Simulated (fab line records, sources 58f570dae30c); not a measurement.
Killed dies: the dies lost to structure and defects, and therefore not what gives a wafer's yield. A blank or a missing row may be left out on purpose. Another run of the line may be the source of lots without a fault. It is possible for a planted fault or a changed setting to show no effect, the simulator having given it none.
Comparing a struck lot with a sound one -- flow berkeleyCmos170 -- 17 steps out of a route of 331
Sound: wafers L786.2, L786.3, L786.6. Wafers L788.1, L788.3, L788.4 were the ones struck. At the end, the cause is stated.
For every step that has rows: the tool of each side, followed by ch and its chambers, followed by its first start. Under that, the readings that differ: sound wafers -- struck wafers -- difference of the means -- sigmas: that difference in standard deviations of wafers without a fault.
alike: same words and numbers on both sides, and readings whose means sit less than 2 such deviations apart. not compared: any withheld reading, any reading some wafer has no value for, any bound like >300 that may hide the same value, and any number with overlapping values for which the record gives no deviation.
The two part at a step that has a row with sigmas, a row that says differs or no value, or rows on one side only. Numbers that have no deviation but don't overlap get no sigmas and don't part them. Lack of a reading on every wafer of one side parts them only where that side has two or more wafers.

first, 1 step without rows for these wafers: UCB170_CONTACT_SOFTBAKE_05 (time 60 s).
UCB170_CONTACT_STRIP_06: strips in O2.
  sound on plasmaAsher-04 ch 0,1, day 8 19:18; struck on plasmaAsher-02 ch 0,1, day 9 21:10
reading,sound,struck,difference,sigmas
drypumpMotorCurrentA (A),5.2 5.5 5.1,6.6 6.5 6.6,+1.3,+2
  alike: oesProductAu, stripTimeToEndpointS
  not compared: rfHoursCounterH
then, 1 step without rows for these wafers: UCB170_CONTACT_CLEAN_07 (cleans in SPM, time 600 s).
UCB170_CONTACT_RTA_08: time 10 s.
  sound on rtpAnneal-02 ch 0, day 8 20:29; struck on rtpAnneal-02 ch 0, day 9 21:27
  alike: lampPowerPct, wafer_temp_C_max
then, 6 steps without rows for these wafers: UCB170_CONTACT_COAT_09; UCB170_CONTACT_COAT_10 (resist thk 891.4 nm); UCB170_CONTACT_SOFTBAKE_11 (time 60 s); UCB170_CONTACT_EXPOSE_12 (exposes mask CONT, target cd 700 nm); UCB170_CONTACT_PEB_13; UCB170_CONTACT_DEVELOP_14 (develop time 45 s).
UCB170_CONTACT_CD_MEAS_15 targets a cd of 700 nm.
  struck on cdSem-02, day 9 22:58; sound on cdSem-02, day 8 22:13
  alike: cdNm
UCB170_CONTACT_OVL_MEAS_16:
  struck on overlay-02, day 9 23:05; sound on overlay-02, day 8 22:20
  alike: CONTACT_OVL
UCB170_CONTACT_ETCH_17: etches BARC in N2/H2.
  sound on rieDiel-01 ch 0,1,3, day 8 22:22; struck on rieDiel-04 ch 1,2,3, day 9 23:07
  no value came back on the struck wafers for any of 6 readings (biasW (W), chamberPressureMTorr (mTorr) and others); on the sound wafers biasW (W) reads 99.96 99.96 100.17
UCB170_CONTACT_ETCH_18: etches PSG in CHF3/CF4/Ar, stops on TiSi2, target depth 840 nm, time 195 s.
  sound: rieDiel-01 ch 0,1,3; struck: rieDiel-04 ch 1,2,3
reading,sound,struck,difference,sigmas
oesProductAu (a.u.),0.915 0.928 0.881,0.370 0.368 0.370,-0.539,-36
  alike: CHF3_flow_sccm, cf4FlowSccm, drypumpMotorCurrentA, mfcArSccm, rfFwdPowerW, throttleValvePct
  not compared: rfHoursCounterH
UCB170_CONTACT_STRIP_19: strips in O2.
  sound on plasmaAsher-02 ch 0,1, day 8 22:32; struck on plasmaAsher-04 ch 0,1, day 9 23:17
reading,sound,struck,difference,sigmas
drypumpMotorCurrentA (A),6.6 6.4 6.4,5.5 5.5 5.1,-1.1,-2
  alike: oesProductAu
  not compared: rfHoursCounterH
UCB170_CONTACT_CD_MEAS_90 targets a cd of 700 nm.
  struck on cdSem-02, day 9 23:34; sound on cdSem-01, day 8 22:44
reading,sound,struck,difference,sigmas
cdNm (nm),697.8 698.6 698.7,- - -,no value on the struck wafers,
then, 1 step without rows for these wafers: UCB170_CONTACT_CLEAN_20 (cleans in SPM, time 600 s).

WHERE THEY PART
At UCB170_CONTACT_STRIP_06 first; at UCB170_CONTACT_CD_MEAS_90 last (within this record only).

WHY: whatever the simulator had introduced
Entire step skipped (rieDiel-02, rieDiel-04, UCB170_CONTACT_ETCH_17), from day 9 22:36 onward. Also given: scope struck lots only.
